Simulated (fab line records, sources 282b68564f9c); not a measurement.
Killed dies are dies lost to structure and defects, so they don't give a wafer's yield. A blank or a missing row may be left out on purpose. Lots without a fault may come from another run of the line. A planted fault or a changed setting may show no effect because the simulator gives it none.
A struck lot beside a sound one | flow rit_cmos | 17 steps out of a route of 202
Sound: wafers L629.1, L629.2, L629.3. Struck: wafer L635.6. (L635.3, L635.5 of the same lot were not struck and are left out.) The cause comes at the end.
At each step with rows: each side's tool, then ch and its chambers, then its first start. Under that, the readings that differ: sound wafers | struck wafers | difference of the means | sigmas: that difference in standard deviations of wafers without a fault.
alike: readings whose means differ by less than 2 such deviations, and words and numbers that are the same on both sides. not compared: withheld readings, readings that some wafer has no value for, bounds like >300 that may hide the same value, and numbers for which the record gives no deviation and whose values overlap.
The two part at a step that has a row with sigmas, a row that says differs or no value, or rows on one side only. Numbers that don't overlap but have no deviation are shown without sigmas and don't part them. A reading that every wafer of one side lacks parts them only if that side has two wafers or more.

RIT_M1_THK_MEAS_02: measures by xrf.
  sound on film_metro-03, day 4 22:17; struck on film_metro-03, day 6 03:21
  alike: M1_AL_THK
then, 6 steps without rows for these wafers: RIT_M1_HMDS_03 (prime time 60 s); RIT_M1_COAT_04 (resist thk 1300 nm); RIT_M1_SOFTBAKE_05 (time 60 s); RIT_M1_EXPOSE_06 (exposes mask M12, target cd 2600 nm); RIT_M1_PEB_07; RIT_M1_DEVELOP_08 (develop time 68 s).
RIT_M1_CD_MEAS_09: target cd 2600 nm.
  sound on cd_sem-02, day 4 23:14; struck on cd_sem-01, day 6 04:23
  reading    | sound                | struck | difference | sigmas
  cd_nm (nm) | 2603.1 2600.7 2599.7 | 2607.2 | +6.0       | +3
RIT_M1_OVL_MEAS_10:
  sound on overlay-01, day 4 23:21; struck on overlay-01, day 6 04:29
  alike: M1_OVL
then, 1 step without rows for these wafers: RIT_M1_HARDBAKE_11 (time 120 s).
RIT_M1_METAL_ETCH_12: etches Al in Cl2/BCl3, stops on SiO2, time 165 s, target depth 600 nm.
  sound on rie_metal-04 ch 0,1, day 4 23:38; struck on rie_metal-04 ch 0, day 6 04:49
  alike: drypump_motor_current_A, oes_product_au, throttle_valve_pct
  not compared: rf_hours_counter_h
then, 1 step without rows for these wafers: RIT_M1_STRIP_13 (strips in nmp, time 600 s).
RIT_M1_STRIP_14: strips in O2, time 180 s.
  sound on plasma_asher-04 ch 0,1, day 4 23:58; struck on plasma_asher-04 ch 1, day 6 05:10
  alike: drypump_motor_current_A, rf_refl_power_W
  not compared: rf_hours_counter_h
RIT_M1_CD_MEAS_90: target cd 2600 nm.
  sound on cd_sem-02, day 5 00:08; struck on cd_sem-02, day 6 05:19
  reading    | sound                | struck | difference | sigmas
  cd_nm (nm) | 2601.8 2601.0 2598.6 | 2608.7 | +8.2       | +3
then, 1 step without rows for these wafers: RIT_M1_ANNEAL_15 (time 1800 s).
RIT_M1_BOW_MEAS_16:
  sound on film_metro-02, day 5 01:46; struck on film_metro-03, day 6 06:59
  alike: M1_BOW
RIT_M1_PROBE_99:
  sound on prober-01, day 5 01:53; struck on prober-01, day 6 07:19
  reading                               | sound                | struck | difference | sigmas
  defect_limited_yield (%)              | 98.5 98.9 97.7       | 91.3   | -7.1       | -5
  killed_at_M0_to_M3                    | 0 0 0                | 13     | +13        | +99 or more
  killed_dies                           | 4 3 6                | 23     | +19        | +6
  killed_on_rim                         | 0 0 1                | 11     | +11        | +7
  sort_bin_3_pad_short (%)              | 0 0 0.8              | 2.3    | +2.0       | +8
  sort_bin_5_function (%)               | 0.4 0.8 0.8          | 4.5    | +3.8       | +4
  sort_n_pass                           | 260 261 258          | 241    | -19        | -6
  sort_yield_pct (%)                    | 98.5 98.9 97.7       | 91.3   | -7.1       | -5
  model.etest.tester.sort_n_pass        | 260 261 258          | 241    | -19        |
  model.etest.tester.sort_yield_pct (%) | 98.48 98.86 97.73    | 91.29  | -7.07      |
  model.etest.tester.sort_bin_5_pct (%) | 0.3788 0.7576 0.7576 | 4.545  | +3.914     |
  model.etest.tester.sort_bin_3_pct (%) | 0 0 0.7576           | 2.273  | +2.020     |
  alike: killed_at_contacts, killed_at_front_end, killed_open, killed_short, sort_bin_6_memory

WHERE THEY PART
First at RIT_M1_CD_MEAS_09; last, within this record, at RIT_M1_PROBE_99.

WHY: what the simulator had put in
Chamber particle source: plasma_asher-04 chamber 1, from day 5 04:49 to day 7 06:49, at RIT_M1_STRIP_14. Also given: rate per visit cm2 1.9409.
